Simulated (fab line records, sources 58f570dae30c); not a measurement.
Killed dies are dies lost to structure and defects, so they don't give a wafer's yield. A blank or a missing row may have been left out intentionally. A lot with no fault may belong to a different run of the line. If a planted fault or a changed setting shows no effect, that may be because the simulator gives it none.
Split-lot trial    flow berkeley cmos170    on a route of 331 steps: 5 lots, 23 wafers read

== SPLIT DETAILS ==
At UCB170_ACTIVE_PEB_11, the setting peb temp c was moved away from the recipe's 130 C on 10 of the 23 wafers read, by -1.8% to +2.5%. This setting was run at the recipe's value on the other wafers.

== FROM THE SPLIT TO THE READING: what the file shows between them, 4 steps ==
- UCB170_ACTIVE_DEVELOP_12: develop time 45 s
- UCB170_ACTIVE_CD_MEAS_13: target cd 1200 nm
- UCB170_ACTIVE_ETCH_15: etches Si3N4 in CH3F/Ar/O2, stops on SiO2, target depth 242 nm, time 151 s
- UCB170_ACTIVE_STRIP_16: strips in O2

== THE READING ==
Shown in nm: cd nm at UCB170_ACTIVE_CD_MEAS_90, with target cd 1200 nm. Typical for fault-free wafers on this fab line: 1199.9 nm, with standard deviation 1.4 nm.

wafer   tool, chamber at the split  peb temp c as run, C  against the recipe  cd nm, nm  against lot-mates on the recipe
L076.3  litho track-04, 0           130                   recipe              1198.0     -
L076.4  litho track-04, 0           130                   recipe              1198.0     -
L076.6  litho track-04, 0           130                   recipe              1198.8     -
L078.1  litho track-03, 0           127.7                 -1.8%               1218.0     +18.7
L078.2  litho track-03, 0           130                   recipe              1200.7     -
L078.4  litho track-03, 0           127.7                 -1.8%               1212.4     +13.1
L078.5  litho track-03, 0           130                   recipe              1197.0     -
L078.6  litho track-03, 0           130                   recipe              1200.3     -
L079.1  litho track-01, 0           133.2                 +2.5%               1172.9     -25.0
L079.2  litho track-01, 0           130                   recipe              1197.4     -
L079.3  litho track-01, 0           133.2                 +2.5%               1172.3     -25.7
L079.5  litho track-01, 0           130                   recipe              1198.5     -
L079.6  litho track-01, 0           133.2                 +2.5%               1178.7     -19.2
L080.1  litho track-04, 0           130                   recipe              1188.9     -
L080.2  litho track-04, 0           130                   recipe              1199.8     -
L080.3  litho track-04, 0           128.2                 -1.4%               1213.6     +17.5
L080.5  litho track-04, 0           128.2                 -1.4%               1203.1     +7.0
L080.6  litho track-04, 0           130                   recipe              1199.6     -
L083.2  litho track-04, 0           133.1                 +2.4%               1176.9     -21.5
L083.3  litho track-04, 0           130                   recipe              1195.7     -
L083.4  litho track-04, 0           130                   recipe              1201.2     -
L083.5  litho track-04, 0           133.1                 +2.4%               1182.9     -15.5
L083.6  litho track-04, 0           133.1                 +2.4%               1183.0     -15.5

THE FIT
A straight line over all 23 wafers: cd nm changes by -8.5 nm for each +1% of peb temp c; r = -0.95; the points scatter about the line by 3.8 nm.
The same after taking each lot's own level away (the mean of its wafers on the recipe; 23 wafers): -8.58 nm for each +1%; r = -0.96; scatter 3.5 nm.
On that fit, the largest move of peb temp c shifts the reading by 21 nm.
The span of the lots' own levels, 1196.10 to 1199.33 nm, comes to 2.3 times the standard deviation stated above.
The two slopes are in agreement: the lot-to-lot level therefore moves the slope only a little.
Check: with one of the wafers moved furthest among these (+2.5%) left out of the fit, the line predicts -20.2 nm for it against its lot-mates. Against them it came out at -25 nm.

== OTHER SPLITS APPLIED TO THESE WAFERS ==
Note: prior to the reading, these wafers also went through further splits. Each is held against what the fit with the lots' levels taken away leaves over:
other split on the same wafers      wafers away from the commonest value  r with cd nm (lot level and that fit taken away)
UCB170_ZERO_COAT_01 spin rpm        5                                     -0.21
UCB170_PWELL_IMPLANT_15 energy kev  12                                    -0.08
UCB170_ACTIVE_EXPOSE_10 dose mj     8                                     -0.86

== THE WHOLE CHAIN: every reading that the file lists as answering this split, in the file's order ==
step                      what it does                                                                reading                                                        change (the file's fit)               r (the file's)
UCB170_ACTIVE_CD_MEAS_13  target cd 1200 nm                                                           cd nm                                                          -8.63 nm for each +1% of the setting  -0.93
UCB170_ACTIVE_ETCH_15     etches Si3N4 in CH3F/Ar/O2, stops on SiO2, target depth 242 nm, time 151 s  ACTIVE.cd nm (the simulator's own value, which no gauge read)  -8.49 nm for each +1% of the setting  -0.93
UCB170_ACTIVE_CD_MEAS_90  target cd 1200 nm                                                           cd nm                                                          -8.59 nm for each +1% of the setting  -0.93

== FILE'S OWN FIT ==
cd nm changes by -8.59 nm for each +1% of peb temp c, r = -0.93.
